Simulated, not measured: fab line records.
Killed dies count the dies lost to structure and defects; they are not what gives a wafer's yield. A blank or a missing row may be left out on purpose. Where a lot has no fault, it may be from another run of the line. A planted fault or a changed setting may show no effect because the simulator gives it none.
The same fault as seen by 2 desks / flow berkeleyCmos170 / each desk has only its own numbers; what lay behind them comes last

TOOL OWNER'S DESK, lpcvd-02
The tool's own readings at UCB170_PWELL_CVD_05 (deposits Si3N4 from SiH2Cl2/NH3, target thk 220 nm, time 3300 s): means of the sampled wafers that have a number, for each lot that ran on this tool. If a lot's mean is further than 4 standard deviations from the usual mean, the lot is out of limits and carries the mark OUT (the distance appears in the brackets).
Columns: A = zonePowerCentrePct at UCB170_PWELL_CVD_05, usual 34 %
lot=L782; first seen here=day 3 04:09; A=35
lot=L781; first seen here=day 3 09:29; A=35
lot=L783; first seen here=day 3 09:29; A=32
lot=L784; first seen here=day 3 20:44; A=35
lot=L785; first seen here=day 3 20:44; A=35
lot=L786; first seen here=day 3 20:44; A=35
lot=L788; first seen here=day 4 19:24; A=35
lot=L789; first seen here=day 4 19:24; A=32
lot=L790; first seen here=day 5 00:04; A=33
lot=L793; first seen here=day 5 11:45; A=32
lot=L798; first seen here=day 7 00:37; A=32
lot=L799; first seen here=day 7 00:37; A=35
Result from this desk: across the 12 lots, nothing is out of limits.

AT THE METROLOGY DESK
Lot by lot, what the gauges showed, no matter which tool ran the lot: averages of those sampled wafers that carry a number. If a lot's mean is further than 4 standard deviations from the usual mean, the lot is out of limits and carries the mark OUT (the distance appears in the brackets).
Columns: A = cdNm at UCB170_M2_CD_MEAS_90, usual 700 nm; B = V2_TEOS_THK at UCB170_V2_THK_MEAS_01, usual 2001 nm
lot=L782; first seen here=day 8 06:01; A=699; B=1989
lot=L784; first seen here=day 9 00:17; A=702; B=1998
lot=L785; first seen here=day 9 00:38; A=696; B=1974
lot=L786; first seen here=day 9 01:18; A=704; B=1989
lot=L781; first seen here=day 9 01:26; A=696; B=2013
lot=L783; first seen here=day 9 02:14; A=705; B=1998
lot=L787; first seen here=day 9 17:09; A=699; B=2009
lot=L788; first seen here=day 10 01:42; A=700; B=2004
lot=L790; first seen here=day 10 06:16; A=706; B=2005
lot=L789; first seen here=day 10 06:23; A=700; B=1995
lot=L793; first seen here=day 10 18:44; A=699; B=1994
lot=L798; first seen here=day 12 11:13; A=693; B=1992
lot=L799; first seen here=day 12 13:52; A=704; B=2006
Result from this desk: across the 13 lots, nothing is out of limits.

PUT TOGETHER
Nothing out of limits was seen by the tool owner's desk.
At the metrology desk, nothing out of limits was observed.

WHAT THE SIMULATOR HAD PUT IN
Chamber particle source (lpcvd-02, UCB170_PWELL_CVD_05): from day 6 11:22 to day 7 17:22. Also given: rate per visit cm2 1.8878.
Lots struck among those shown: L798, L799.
